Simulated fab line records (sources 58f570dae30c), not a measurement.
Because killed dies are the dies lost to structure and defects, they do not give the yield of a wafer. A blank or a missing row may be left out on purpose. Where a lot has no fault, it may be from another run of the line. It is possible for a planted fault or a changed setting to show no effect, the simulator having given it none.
Which tool was responsible? + flow berkeleyCmos170 + at 1 step of a route of 331, 7 lots with 21 wafers sampled

## WHAT THE GAUGES SHOWED, per wafer
UCB170_NWELL_THK_MEAS_05.
| lot  | measured    | on           | NWELL_NITRIDE_THK (nm) |
|------|-------------|--------------|------------------------|
| L606 | day 2 17:07 | filmMetro-04 | 223.9 225.2 223.5      |
| L609 | day 3 01:16 | filmMetro-03 | 222.2 222.9 224.8      |
| L610 | day 3 16:33 | filmMetro-03 | 224.4 224.8 225.2      |
| L613 | day 4 02:30 | filmMetro-02 | 227.5 226.8 227.2      |
| L623 | day 6 14:33 | filmMetro-02 | 229.1 227.9 227.5      |
| L625 | day 6 14:33 | filmMetro-04 | 228.4 226.4 226.6      |
| L628 | day 7 13:10 | filmMetro-04 | 226.1 227.9 229.1      |

## WHICH TOOL RAN EACH LOT (tool, then ch and the chambers of the sampled wafers, then the start)
Record: no process step prior to these readings.

## THE ANSWER, worked out from the rows above alone
Rule: the usual values come from the lots themselves. The widest of any qualifying gaps counts: lots, ordered by their means at a reading, are off when they make up no more than a third of the lots, leave a main group of 4 or more, and stand apart from it by 3 or more times the standard deviation of that group's means. Not used: any main group whose means are identical at the precision the tables above print for the reading. Also off: a lot with no number at a reading for which 4 or more lots have one. All remaining lots with rows at the step are treated as sound.
Across all readings shown, no lot is off: no conclusion can be drawn from this.

## WHAT HAD BEEN PUT IN BY THE SIMULATOR
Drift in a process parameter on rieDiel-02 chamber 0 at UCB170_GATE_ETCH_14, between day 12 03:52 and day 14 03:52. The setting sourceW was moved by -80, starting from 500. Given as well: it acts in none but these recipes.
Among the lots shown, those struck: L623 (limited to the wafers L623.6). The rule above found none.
